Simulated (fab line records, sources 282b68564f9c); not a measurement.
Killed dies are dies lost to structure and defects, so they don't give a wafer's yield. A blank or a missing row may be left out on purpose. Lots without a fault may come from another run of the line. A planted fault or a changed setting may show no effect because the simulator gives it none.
Problem report in the 8D (eight disciplines) form, filled by code | flow rit_cmos | the parts of the form that need people (team, actions taken, sign-off) are left out

1. THE PROBLEM
PLDD_TW at RIT_PLDD_TW_MEAS_10 reads a mean of 30 on 6 wafers of 2 lots; wafers without a fault read 2347 with a standard deviation of 12. That is -99 or more standard deviations from the usual mean.
First seen on wafer L109.1, day 5 22:31, on film_metro-04. The record holds 42 wafers of 14 lots with a number at this step. Rule for "out", or "out of limits": more than 4 standard deviations from the usual mean. The other wafers with a number count as sound.

2. WHAT IT IS AND WHAT IT IS NOT
question                    | is                           | is not
which readings at this step | PLDD_TW                      | -
which lots                  | L109, L110                   | L100, L102, L104, L106, L112, L113, L114, L116, L117, L996, L997, L998
which wafers of those lots  | all that have a number       | -
read on which gauges        | film_metro-02, film_metro-04 | film_metro-01
when                        | from day 5 22:31             | up to then (21 sound wafers); but 15 sound wafers of L112, L113, L114, L116, L117 came after

3. SUSPECTS, AND WHAT RULES EACH OUT
Counting: a tool at a process step up to the reading stays a suspect if it ran every lot that is out and no sound lot after the first of them.
- the gauge at RIT_PLDD_TW_MEAS_10: ruled out. The wafers that are out were read on 2 gauges (film_metro-02, film_metro-04).
- plasma_asher-01 at RIT_NLDD_STRIP_09 (strips in O2, time 180 s): ruled out as a lasting fault. Sound lots L112, L114, L116 ran on it after its first lot that is out, L109 (day 5 20:47).
Left after counting: nothing in the record.

4. THE CAUSE (what the simulator had put in)
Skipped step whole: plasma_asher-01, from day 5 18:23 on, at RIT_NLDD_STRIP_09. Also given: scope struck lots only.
Counting ruled it out, wrongly: the rule takes a fault to strike every lot that its tool runs from its start on, and this one did not.

5. THE CHAIN OF EFFECTS, in route order
Each row: a reading whose mean over the struck wafers that have a number lies more than 3 standard deviations from the usual. Only readings for which the record gives a usual standard deviation are gone through. hours: the time from each lot's start at the first step in this table that gives one to its start at this step, as a median over the lots. sigmas: the change in usual standard deviations.
hours | step                | reading | usual | on struck wafers | change | sigmas
0     | RIT_PLDD_TW_MEAS_10 | PLDD_TW | 2347  | 30               | -2317  | -99 or more
Readings that are blank on the struck wafers while sound wafers have them: chamber_pressure_mTorr at RIT_NLDD_STRIP_09; drypump_motor_current_A at RIT_NLDD_STRIP_09.

6. WHAT WOULD HAVE CAUGHT IT SOONER
In this record the first reading out of limits at a measuring or inspecting step was taken at day 5 22:31, 4 hours after the fault began at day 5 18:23.
At RIT_NLDD_STRIP_09 the tool's readings are blank on the struck wafers, where sound wafers have them: an empty tool record is the first sign, and it was there at once.
